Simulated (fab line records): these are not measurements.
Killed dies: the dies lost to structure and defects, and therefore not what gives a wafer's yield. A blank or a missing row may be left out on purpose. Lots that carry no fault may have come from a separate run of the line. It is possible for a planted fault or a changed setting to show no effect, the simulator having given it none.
A struck lot beside a sound one -- flow rit cmos -- 26 out of 202 route steps
Sound: wafers L331.2, L331.3, L331.5. The struck wafers were L349.3, L349.4, L349.6. The cause is named last.
Per side, at each step with rows, come the tool, then ch with its chambers, and then its first start. Under that, the readings that differ: sound wafers -- struck wafers -- difference of the means -- sigmas: that difference in standard deviations of wafers without a fault.
alike: readings whose means differ by less than 2 such deviations, and words and numbers that are the same on both sides. not compared: withheld readings, readings that some wafer has no value for, bounds like >300 that may hide the same value, and numbers for which the record gives no deviation and whose values overlap.
A row with sigmas, a row that says differs or no value, or rows on one side alone: a step with any of these is where the two part. Non-overlapping numbers with no deviation appear without sigmas and do not part them. A reading that every wafer of one side lacks parts them only if that side has two wafers or more.

first, 2 steps without rows for these wafers: RIT_REOX_CLEAN_02 (cleans in SC2, time 600 s); RIT_REOX_OXIDATION_03 (target thk 25.2 nm, ox time 5580 s).
RIT_REOX_THK_MEAS_04:
  sound: film metro-04 at day 3 12:39; struck: film metro-03 at day 7 06:02
  alike: REOX_OXIDE_THK
then, 6 steps without rows for these wafers: RIT_NLDD_HMDS_00 (prime time 60 s); RIT_NLDD_COAT_01 (resist thk 1000 nm); RIT_NLDD_SOFTBAKE_02 (time 60 s); RIT_NLDD_EXPOSE_03 (exposes mask M7, target cd 40700 nm); RIT_NLDD_PEB_04; RIT_NLDD_DEVELOP_05 (develop time 50 s).
RIT_NLDD_OVL_MEAS_06:
  sound: overlay-01 at day 3 13:41; struck: overlay-02 at day 7 06:56
  alike: NLDD_OVL
then, 2 steps without rows for these wafers: RIT_NLDD_HARDBAKE_07 (time 60 s); RIT_NLDD_IMPLANT_08.
RIT_NLDD_STRIP_09: strips in O2, time 180 s.
  sound on plasma asher-02 ch 0,1, day 3 14:01; struck on plasma asher-02 ch 0,1, day 7 07:19
  no value came back on the struck wafers for chamber pressure mTorr (mTorr), drypump motor current A (A); on the sound wafers chamber pressure mTorr (mTorr) reads 4002 3997 3996
reading,sound,struck,difference,sigmas
model.NOVOLAK_of_NLDD_COAT_01.thk nm (nm),0 0 0,886.5 886.4 887.4,+886.8,
  not compared: rf hours counter h
RIT_NLDD_TW_MEAS_10:
  sound: film metro-01 at day 3 14:12; struck: film metro-01 at day 7 07:28
  alike: NLDD_TW
then, 6 steps without rows for these wafers: RIT_PLDD_HMDS_00 (prime time 60 s); RIT_PLDD_COAT_01 (resist thk 1000 nm); RIT_PLDD_SOFTBAKE_02 (time 60 s); RIT_PLDD_EXPOSE_03 (exposes mask M8, target cd 40900 nm); RIT_PLDD_PEB_04; RIT_PLDD_DEVELOP_05 (develop time 48.6 s).
RIT_PLDD_OVL_MEAS_06:
  sound: overlay-01 at day 3 15:14; struck: overlay-02 at day 7 08:22
  alike: PLDD_OVL
then, 2 steps without rows for these wafers: RIT_PLDD_HARDBAKE_07 (time 60 s); RIT_PLDD_IMPLANT_08.
RIT_PLDD_STRIP_09: strips in O2, time 180 s.
  sound on plasma asher-01 ch 0,1, day 3 15:34; struck on plasma asher-01 ch 0,1, day 7 08:44
  alike: chamber pressure mTorr, drypump motor current A
  not compared: rf hours counter h
RIT_PLDD_TW_MEAS_10:
  sound: film metro-03 at day 3 15:44; struck: film metro-03 at day 7 08:53
reading,sound,struck,difference,sigmas
PLDD_TW,2360 2366 2361,30 30 30,-2332,-99 or more
then, 1 step without rows for these wafers: RIT_SPACER_CLEAN_00 (cleans in SC1, time 600 s).

WHERE THEY PART
First at RIT_NLDD_STRIP_09; last, within this record, at RIT_PLDD_TW_MEAS_10.

WHY: what had been put in by the simulator
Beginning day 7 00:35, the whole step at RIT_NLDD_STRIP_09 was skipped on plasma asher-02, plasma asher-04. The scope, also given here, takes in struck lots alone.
